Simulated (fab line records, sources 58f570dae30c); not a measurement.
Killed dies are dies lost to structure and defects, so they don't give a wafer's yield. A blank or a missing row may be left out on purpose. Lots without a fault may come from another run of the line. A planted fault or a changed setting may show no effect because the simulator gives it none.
Tool commonality check | flow berkeley_cmos170 | 14 lots, 42 wafers sampled

WHY IT WAS OPENED
At UCB170_PVT_TW_MEAS_09 the reading PVT_TW is flagged on 2 of 14 lots. Wafers without a fault read 507.9, standard deviation 2.2.
Rule: a lot is flagged when every wafer of it that has a number lies more than 4 standard deviations from that mean, or none has a number. The other lots count as sound.

lot  | measured     | on            | PVT_TW, wafer by wafer | flag
L601 | day 5 18:08  | film_metro-01 | 511.7 509.5 512.5      |
L602 | day 5 18:26  | film_metro-03 | 508.3 506.3 508.5      |
L603 | day 6 14:59  | film_metro-04 | 509.6 510.9 509.8      |
L606 | day 6 21:45  | film_metro-03 | 30.1 30.0 30.0         | FLAGGED
L608 | day 7 00:17  | film_metro-03 | 30.0 30.0 30.0         | FLAGGED
L609 | day 7 00:35  | film_metro-03 | 507.9 509.0 508.1      |
L614 | day 8 04:47  | film_metro-04 | 506.9 505.1 503.9      |
L613 | day 8 05:04  | film_metro-01 | 506.1 505.5 503.8      |
L615 | day 8 05:19  | film_metro-03 | 506.7 509.7 506.4      |
L619 | day 9 06:14  | film_metro-01 | 507.3 505.6 504.1      |
L620 | day 10 14:37 | film_metro-04 | 510.7 507.6 509.7      |
L624 | day 10 14:38 | film_metro-01 | 508.2 511.1 510.2      |
L622 | day 10 18:11 | film_metro-04 | 511.7 511.9 511.4      |
L623 | day 11 03:39 | film_metro-03 | 506.9 506.3 507.5      |
The numbers of the flagged lots are 30.0 on average: -477.9 against the usual, or -99 or more standard deviations.

WHICH TOOL RAN EACH LOT
The record holds 3 process steps before the reading, out of a route of 331 steps. In each cell: the tool, then ch and the chambers that the sampled wafers went through, then the start.
lot  | flag    | UCB170_PWELL_ETCH_14              | UCB170_NVT_STRIP_08                  | UCB170_PVT_STRIP_08
L601 |         | rie_diel-04 ch 0,1,2, day 3 06:19 | plasma_asher-02 ch 0, day 5 15:14    | plasma_asher-03 ch 0,1, day 5 18:02
L602 |         | rie_diel-02 ch 0,1,3, day 3 06:22 | plasma_asher-01 ch 0,1, day 5 15:36  | plasma_asher-01 ch 0,1, day 5 18:20
L603 |         | rie_diel-04 ch 1,3, day 3 14:11   | plasma_asher-03 ch 0,1, day 6 12:57  | plasma_asher-03 ch 0,1, day 6 14:53
L606 | FLAGGED | rie_diel-03 ch 0,1,2, day 4 03:49 | plasma_asher-02 ch 0,1, day 6 17:04  | plasma_asher-01 ch 0,1, day 6 21:38
L608 | FLAGGED | rie_diel-02 ch 1,2, day 4 11:58   | plasma_asher-01 ch 0,1, day 6 21:07  | plasma_asher-04 ch 0,1, day 7 00:11
L609 |         | rie_diel-03 ch 0,1,2, day 4 12:14 | plasma_asher-02 ch 0,1, day 6 21:25  | plasma_asher-03 ch 0,1, day 7 00:30
L614 |         | rie_diel-03 ch 0,2, day 5 18:26   | plasma_asher-01 ch 0,1, day 8 03:13  | plasma_asher-03 ch 0,1, day 8 04:41
L613 |         | rie_diel-04 ch 0,1,2, day 5 18:10 | plasma_asher-03 ch 0,1, day 8 03:29  | plasma_asher-04 ch 0,1, day 8 04:58
L615 |         | rie_diel-03 ch 0,1,3, day 5 20:24 | plasma_asher-02 ch 0,1, day 8 03:41  | plasma_asher-01 ch 0,1, day 8 05:13
L619 |         | rie_diel-02 ch 0,1,2, day 6 21:11 | plasma_asher-02 ch 0,1, day 9 04:39  | plasma_asher-03 ch 0,1, day 9 06:08
L620 |         | rie_diel-02 ch 1,2, day 7 09:11   | plasma_asher-03 ch 0,1, day 10 11:06 | plasma_asher-04 ch 0,1, day 10 14:31
L624 |         | rie_diel-03 ch 0,1,3, day 7 15:47 | plasma_asher-02 ch 0,1, day 10 10:55 | plasma_asher-03 ch 1, day 10 14:31
L622 |         | rie_diel-04 ch 0,1,3, day 7 15:30 | plasma_asher-02 ch 0,1, day 10 15:11 | plasma_asher-03 ch 0,1, day 10 18:04
L623 |         | rie_diel-02 ch 0,2, day 8 03:48   | plasma_asher-02 ch 0,1, day 10 23:45 | plasma_asher-01 ch 0,1, day 11 03:33
What these steps do:
- UCB170_PWELL_ETCH_14: etches Si3N4 in CH3F/Ar/O2, stops on SiO2, target depth 242 nm, time 151 s.
- UCB170_NVT_STRIP_08: strips in O2.
- UCB170_PVT_STRIP_08: strips in O2.
- UCB170_PVT_TW_MEAS_09

FLAGGED OVER TOTAL, TOOL BY TOOL (the gauges that took the reading come last)
step                  | tool            | lots run | flagged | share of the flagged lots | sound lots run after its first flagged lot
UCB170_PWELL_ETCH_14  | rie_diel-02     | 5        | 1       | some                      | 3 (L619,L620,L623)
UCB170_PWELL_ETCH_14  | rie_diel-03     | 5        | 1       | some                      | 4 (L609,L614,L615,L624)
UCB170_PWELL_ETCH_14  | rie_diel-04     | 4        | 0       | none                      | -
UCB170_NVT_STRIP_08   | plasma_asher-01 | 3        | 1       | some                      | 1 (L614)
UCB170_NVT_STRIP_08   | plasma_asher-02 | 8        | 1       | some                      | 6 (L609,L615,L619,L624,L622,L623)
UCB170_NVT_STRIP_08   | plasma_asher-03 | 3        | 0       | none                      | -
UCB170_PVT_STRIP_08   | plasma_asher-01 | 4        | 1       | some                      | 2 (L615,L623)
UCB170_PVT_STRIP_08   | plasma_asher-03 | 7        | 0       | none                      | -
UCB170_PVT_STRIP_08   | plasma_asher-04 | 3        | 1       | some                      | 2 (L613,L620)
UCB170_PVT_TW_MEAS_09 | film_metro-01   | 4        | 0       | none                      | -
UCB170_PVT_TW_MEAS_09 | film_metro-03   | 6        | 2       | all                       | 3 (L609,L615,L623)
UCB170_PVT_TW_MEAS_09 | film_metro-04   | 4        | 0       | none                      | -

WHAT THE TABLE ALLOWS
1 row of the table ran every flagged lot: film_metro-03 at UCB170_PVT_TW_MEAS_09.
- film_metro-03 at UCB170_PVT_TW_MEAS_09: 2 of its 6 lots flagged. Sound lots ran on it after the first flagged one (L609, L615, L623), which a lasting fault on the whole tool wouldn't allow.
No row of the table ran every flagged lot and no sound lot after the first.

WHAT THE SIMULATOR HAD PUT IN
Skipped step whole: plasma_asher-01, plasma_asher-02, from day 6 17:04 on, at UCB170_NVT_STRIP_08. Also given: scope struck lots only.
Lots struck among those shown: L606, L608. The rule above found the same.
